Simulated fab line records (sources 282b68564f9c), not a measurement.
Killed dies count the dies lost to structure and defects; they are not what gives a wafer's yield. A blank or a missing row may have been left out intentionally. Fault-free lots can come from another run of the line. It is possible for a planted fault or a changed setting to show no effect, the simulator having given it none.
Split-lot trial ; flow rit cmos ; 23 wafers read across 5 lots, on a route 202 steps long

== ON THE SPLIT ==
At RIT_NRETRO_IMPLANT_08, the setting dose cm2 was moved away from the recipe's 1e+13 on 9 of the 23 wafers read, by -6.9% to +5.9%. All remaining wafers had this setting at the recipe value.

== BETWEEN THE SPLIT AND THE READING: the file shows 1 step in between ==
- RIT_NRETRO_STRIP_09: strips in O2, time 180 s

== THE READING ==
NRETRO_TW, at RIT_NRETRO_TW_MEAS_10. Typical for fault-free wafers on this fab line: 1046, with standard deviation 4.8.

wafer;tool, chamber at the split;dose cm2 as run;against the recipe;NRETRO_TW;against lot-mates on the recipe
L074.1;implanter-01, 0;1e+13;recipe;1052;-
L074.2;implanter-01, 0;1e+13;recipe;1048;-
L074.3;implanter-01, 0;9.309e+12;-6.9%;1025;-26
L074.5;implanter-01, 0;1e+13;recipe;1052;-
L074.6;implanter-01, 0;9.309e+12;-6.9%;1025;-26
L075.1;implanter-03, 0;1e+13;recipe;1049;-
L075.2;implanter-03, 0;1e+13;recipe;1047;-
L075.4;implanter-03, 0;9.679e+12;-3.2%;1030;-19
L075.5;implanter-03, 0;1e+13;recipe;1050;-
L075.6;implanter-03, 0;9.679e+12;-3.2%;1037;-12
L076.1;implanter-03, 0;1.059e+13;+5.9%;1060;+20
L076.2;implanter-03, 0;1e+13;recipe;1045;-
L076.3;implanter-03, 0;1e+13;recipe;1036;-
L076.4;implanter-03, 0;1.059e+13;+5.9%;1063;+22
L076.5;implanter-03, 0;1.059e+13;+5.9%;1059;+18
L082.2;implanter-04, 0;1e+13;recipe;1043;-
L082.3;implanter-04, 0;1.058e+13;+5.8%;1061;+17
L082.4;implanter-04, 0;1e+13;recipe;1047;-
L082.5;implanter-04, 0;1.058e+13;+5.8%;1066;+22
L082.6;implanter-04, 0;1e+13;recipe;1042;-
L084.2;implanter-01, 0;1e+13;recipe;1050;-
L084.3;implanter-01, 0;1e+13;recipe;1044;-
L084.6;implanter-01, 0;1e+13;recipe;1047;-

THE FIT
A straight line over all 23 wafers: NRETRO_TW changes by +2.9 for each +1% of dose cm2; r = +0.94; the points scatter about the line by 4.
The same after taking each lot's own level away (the mean of its wafers on the recipe; 23 wafers): +3.62 for each +1%; r = +0.98; scatter 2.7.
That fit puts the effect of the largest move of dose cm2 on the reading at 25.
The lots' own levels span 1040.5 to 1050.7, that is 2.1 times the standard deviation above.
Hence the slope depends on the lot-to-lot level, as the two fits are not the same.
Check: for one of the wafers moved furthest among these (-6.9%), held out of the fit, the line's prediction against its lot-mates is -25.6. It came out at -25.7 against them.

== THE OTHER SPLITS THESE WAFERS WENT THROUGH ==
Before the reading, these wafers also passed through other splits. Each is held against what the fit with the lots' levels taken away leaves over:
other split on the same wafers;wafers away from the commonest value;r with NRETRO_TW (lot level and that fit taken away)
RIT_ACTIVE_COAT_06 resist thk nm;9;-0.30
RIT_ACTIVE_HARDBAKE_12 temp c;5;-0.17
RIT_ACTIVE_STRIP_14 pressure mtorr;18;-0.10
RIT_NRETRO_COAT_01 spin rpm;11;-0.07

== THE FILE'S OWN FIT ==
NRETRO_TW changes by +3.64 for each +1% of dose cm2, r = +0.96.
